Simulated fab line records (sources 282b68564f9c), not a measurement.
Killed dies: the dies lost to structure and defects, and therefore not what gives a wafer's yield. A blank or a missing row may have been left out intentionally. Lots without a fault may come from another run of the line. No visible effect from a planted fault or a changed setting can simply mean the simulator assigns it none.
Which tool is to blame?	flow ritCmos	7 lots, 21 wafers sampled, at 2 steps of a route of 202

## WHAT EACH GAUGE READ, for each wafer
RIT_ACTIVE_THK_MEAS_02.
lot	measured	on	ACTIVE_OXIDE_THK (nm)
L398	day 2 10:25	filmMetro-01	46.8 46.4 46.1
L400	day 2 18:47	filmMetro-03	46.7 46.7 46.8
L403	day 3 20:16	filmMetro-03	45.2 46.4 45.1
L405	day 3 20:16	filmMetro-01	46.5 46.8 46.2
L407	day 4 05:15	filmMetro-02	46.0 45.9 47.0
L409	day 4 19:40	filmMetro-02	49.5 51.2 50.4
L417	day 6 07:23	filmMetro-02	46.1 45.7 46.4

## WHICH TOOL RAN EACH LOT (tool, then ch and the chambers of the sampled wafers, then the start)
lot	RIT_ACTIVE_OXIDATION_01
L398	furnace-03 ch 0, day 2 08:29
L400	furnace-03 ch 0, day 2 16:49
L403	furnace-04 ch 0, day 3 18:20
L405	furnace-04 ch 0, day 3 18:20
L407	furnace-03 ch 0, day 4 03:19
L409	furnace-03 ch 0, day 4 17:44
L417	furnace-04 ch 0, day 6 05:27
- RIT_ACTIVE_OXIDATION_01: target thk 46.8 nm, ox time 3360 s.

## THE ANSWER, worked out from the rows above alone
Rule: the lots themselves supply what counts as usual. The widest of any qualifying gaps counts: lots, ordered by their means at a reading, are off when they make up no more than a third of the lots, leave a main group of 4 or more, and stand apart from it by 3 or more times the standard deviation of that group's means. A main group is skipped when, at the precision printed for the reading in the tables above, its means are all equal. A lot without any number at a reading at which 4 lots or more have one is off too. Where the step has rows for the other lots, those lots are counted as sound.
Off: L409, seen at RIT_ACTIVE_THK_MEAS_02 (ACTIVE_OXIDE_THK). For the main group the mean is 46.3 nm and the standard deviation 0.37.
If a tool, at a process step before that reading, ran all the lots that are off and no sound lot after the first of them, it fits. Those tools and the gauges at RIT_ACTIVE_THK_MEAS_02 are tried in the same way. One candidate fits, namely furnace-03 at RIT_ACTIVE_OXIDATION_01. Its last sound lot is L407 (day 4 03:19), its first lot that is off L409 (day 4 17:44): a fault that began between those two fits.

## WHAT THE SIMULATOR PUT IN
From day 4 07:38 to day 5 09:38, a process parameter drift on furnace-03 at RIT_ACTIVE_OXIDATION_01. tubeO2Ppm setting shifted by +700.
Struck lots among those shown: L409. The rule given above showed the same thing.
